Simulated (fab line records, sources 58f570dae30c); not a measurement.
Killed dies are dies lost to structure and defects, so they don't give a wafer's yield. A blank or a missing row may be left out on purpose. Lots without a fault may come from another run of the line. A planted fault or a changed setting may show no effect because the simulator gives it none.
Which tool did it? | flow berkeley_cmos170 | 7 lots, 21 wafers sampled, at 2 steps of a route of 331

WHAT THE GAUGES READ, wafer by wafer
UCB170_NVT_TW_MEAS_09.
lot  | measured     | on            | NVT_TW
L663 | day 7 03:33  | film_metro-03 | 524 525 527
L665 | day 7 12:44  | film_metro-03 | 527 523 523
L669 | day 7 21:38  | film_metro-04 | 532 531 533
L671 | day 8 23:19  | film_metro-04 | 532 528 531
L678 | day 10 08:31 | film_metro-01 | 556 555 555 561 559 556
L681 | day 10 23:19 | film_metro-03 | 564 563 567 563 561 562
L684 | day 11 06:48 | film_metro-03 | 529 527 524

WHICH TOOL RAN EACH LOT (tool, then ch and the chambers of the sampled wafers, then the start)
lot  | UCB170_NVT_IMPLANT_07
L663 | implanter-02 ch 0, day 7 03:18
L665 | implanter-04 ch 0, day 7 12:29
L669 | implanter-03 ch 0, day 7 21:23
L671 | implanter-03 ch 0, day 8 23:04
L678 | implanter-04 ch 0, day 10 08:16
L681 | implanter-04 ch 0, day 10 23:05
L684 | implanter-03 ch 0, day 11 06:33
- UCB170_NVT_IMPLANT_07

THE ANSWER, worked out from the rows above alone
Rule: what is usual is taken from the lots themselves. Put in order of their means at a reading, lots are off if they are a third of the lots or fewer, leave a main group of 4 or more, and stand apart from it by a gap of 3 or more times the standard deviation of the main group's means; of several such gaps the widest counts. A main group whose means are all the same, to the digits that the tables above print for the reading, isn't used. A lot without any number at a reading at which 4 lots or more have one is off too. The other lots that the step has rows for count as sound.
Off: L678, L681, at UCB170_NVT_TW_MEAS_09 (NVT_TW). The main group: mean 528, standard deviation 2.9.
A tool fits if, at a process step before that reading, it ran every lot that is off, and no sound lot after the first of them. The gauges at UCB170_NVT_TW_MEAS_09 are tried like those tools. One fits: implanter-04 at UCB170_NVT_IMPLANT_07. Its last sound lot is L665 (day 7 12:29), its first lot that is off L678 (day 10 08:16): a fault that began between those two fits.

WHAT THE SIMULATOR HAD PUT IN
Process parameter drift: implanter-04, from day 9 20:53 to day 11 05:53, at UCB170_NVT_IMPLANT_07. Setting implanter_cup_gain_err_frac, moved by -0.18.
Lots struck among those shown: L678, L681. The rule above found the same.
